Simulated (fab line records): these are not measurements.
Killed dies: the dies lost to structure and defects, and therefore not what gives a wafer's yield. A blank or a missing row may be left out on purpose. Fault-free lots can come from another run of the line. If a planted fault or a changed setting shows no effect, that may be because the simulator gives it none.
Struck lot and sound lot, side by side / flow ritCmos / 36 out of 202 route steps
Sound: the wafers L451.3, L451.5, L451.6. Struck: wafer L463.5. (L463.1, L463.6 of the same lot were not struck and are left out.) The cause comes at the end.
At each step with rows: each side's tool, then ch and its chambers, then its first start. Under that, the readings that differ: sound wafers / struck wafers / difference of the means / sigmas: that difference in standard deviations of wafers without a fault.
alike: words and numbers the same on both sides, and readings whose means are apart by under 2 such deviations; not compared: readings that were withheld, readings missing a value for some wafer, numbers with overlapping values and no deviation given by the record, and bounds like >300 which may hide the same value.
A row with sigmas, a row that says differs or no value, or rows on one side alone: a step with any of these is where the two part. When numbers do not overlap yet have no deviation, they are printed without sigmas and do not part them. Lack of a reading on every wafer of one side parts them only where that side has two or more wafers.

RIT_SILICIDE_RTA_06: time 10 s, ramp up 5 s, ramp down 10 s.
  sound on rtpAnneal-02 ch 0, day 3 05:17; struck on rtpAnneal-02 ch 0, day 5 16:50
  alike: wafer_temp_C_max
RIT_CONTACT_CVD_00: deposits SiO2 from TEOS, target thk 400 nm, time 61 s.
  sound on pecvd-04 ch 0,1,2, day 3 05:20; struck on pecvd-04 ch 1, day 5 16:54
  alike: heaterPowerW
RIT_CONTACT_THK_MEAS_01:
  struck on filmMetro-04, day 5 16:57; sound on filmMetro-04, day 3 05:24
  alike: CONTACT_TEOS_THK
then, 6 steps without rows for these wafers: RIT_CONTACT_HMDS_02 (prime time 60 s); RIT_CONTACT_COAT_03 (resist thk 1000 nm); RIT_CONTACT_SOFTBAKE_04 (time 60 s); RIT_CONTACT_EXPOSE_05 (exposes mask M11, target cd 1000 nm); RIT_CONTACT_PEB_06; RIT_CONTACT_DEVELOP_07 (develop time 120 s).
RIT_CONTACT_CD_MEAS_08: the cd target is 1000 nm.
  struck on cdSem-01, day 5 18:04; sound on cdSem-02, day 3 06:47
  alike: cdNm
RIT_CONTACT_OVL_MEAS_09:
  struck on overlay-02, day 5 18:11; sound on overlay-02, day 3 06:52
  alike: CONTACT_OVL
then, 1 step without rows for these wafers: RIT_CONTACT_HARDBAKE_10 (time 60 s).
RIT_CONTACT_ETCH_11: etches SiO2 in CHF3/CF4/Ar, stops on TiSi2, target depth 480 nm, time 320 s.
  sound on rieDiel-04 ch 0,1,3, day 3 07:07; struck on rieDiel-01 ch 2, day 5 18:22
reading=oesProductAu (a.u.); sound=0.995 1.011 1.003; struck=0.980; difference=-0.023; sigmas=-2
reading=model.etch.depthNm (nm); sound=392.8 406.1 399; struck=289.7; difference=-109.6; sigmas=
reading=model.CONTACT.featureDepthNm (nm); sound=392.8 406.1 399; struck=289.7; difference=-109.6; sigmas=
reading=model.NOVOLAK_of_CONTACT_COAT_03.thkNm (nm); sound=771.5 771 771.1; struck=816.2; difference=+45.0; sigmas=
  alike: drypumpMotorCurrentA, throttleValvePct
  not compared: rfHoursCounterH
RIT_CONTACT_STRIP_12: strips in O2, time 180 s.
  sound on plasmaAsher-04 ch 0,1, day 3 07:22; struck on plasmaAsher-04 ch 0, day 5 18:34
  alike: drypumpMotorCurrentA
  not compared: rfHoursCounterH
RIT_CONTACT_CD_MEAS_90: the cd target is 1000 nm.
  struck on cdSem-01, day 5 18:44; sound on cdSem-02, day 3 07:31
  alike: cdNm
then, 2 steps without rows for these wafers: RIT_CONTACT_CLEAN_13 (cleans in SC1, time 600 s); RIT_CONTACT_CLEAN_14 (cleans in SC2, time 600 s).
RIT_M1_SPUTTER_00: material Al, target thk 400 nm, time 500 s.
  rows exist in the record for the sound wafers here (pvdSputter-03, day 3 07:58), none for the struck ones
RIT_M1_RS_MEAS_01: uses a four-point probe to measure.
  rows exist in the record for the sound wafers here (filmMetro-04, day 3 08:18), none for the struck ones
RIT_M1_THK_MEAS_02: measures by xrf.
  rows exist in the record for the sound wafers here (filmMetro-04, day 3 08:24), none for the struck ones
then, 6 steps without rows for these wafers: RIT_M1_HMDS_03 (prime time 60 s); RIT_M1_COAT_04 (resist thk 1300 nm); RIT_M1_SOFTBAKE_05 (time 60 s); RIT_M1_EXPOSE_06 (exposes mask M12, target cd 2600 nm); RIT_M1_PEB_07; RIT_M1_DEVELOP_08 (develop time 68 s).
RIT_M1_CD_MEAS_09: the cd target is 2600 nm.
  rows exist in the record for the sound wafers here (cdSem-01, day 3 09:29), none for the struck ones
RIT_M1_OVL_MEAS_10:
  rows exist in the record for the sound wafers here (overlay-02, day 3 09:35), none for the struck ones
then, 1 step without rows for these wafers: RIT_M1_HARDBAKE_11 (time 120 s).
RIT_M1_METAL_ETCH_12: etches Al in Cl2/BCl3, stops on SiO2, time 165 s, target depth 600 nm.
  the record has rows for the sound wafers here (rieMetal-03 ch 0,1, day 3 09:55) and none for the struck ones
then, 2 steps without rows for these wafers: RIT_M1_STRIP_13 (strips in nmp, time 600 s); RIT_M1_STRIP_14 (strips in O2, time 180 s).
RIT_M1_CD_MEAS_90: the cd target is 2600 nm.
  rows exist in the record for the sound wafers here (cdSem-02, day 3 10:25), none for the struck ones
then, 1 step without rows for these wafers: RIT_M1_ANNEAL_15 (time 1800 s).
RIT_M1_BOW_MEAS_16:
  rows exist in the record for the sound wafers here (filmMetro-02, day 3 12:02), none for the struck ones
RIT_M1_PROBE_99:
  struck on prober-01, day 5 23:26; sound on prober-01, day 3 12:13
reading=killedAtContacts; sound=1 0 0; struck=260; difference=+260; sigmas=+99 or more
reading=killedDies; sound=8 6 9; struck=264; difference=+256; sigmas=+92
reading=killedOnRim; sound=1 2 1; struck=70; difference=+69; sigmas=+53
  alike: killedAtFrontEnd, killedOpen, killedShort

WHERE THEY PART
First at RIT_CONTACT_ETCH_11; last, within this record, at RIT_M1_PROBE_99.

WHY: what the simulator had put in
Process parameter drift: rieDiel-01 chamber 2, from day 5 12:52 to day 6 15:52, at RIT_CONTACT_ETCH_11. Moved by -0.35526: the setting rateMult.
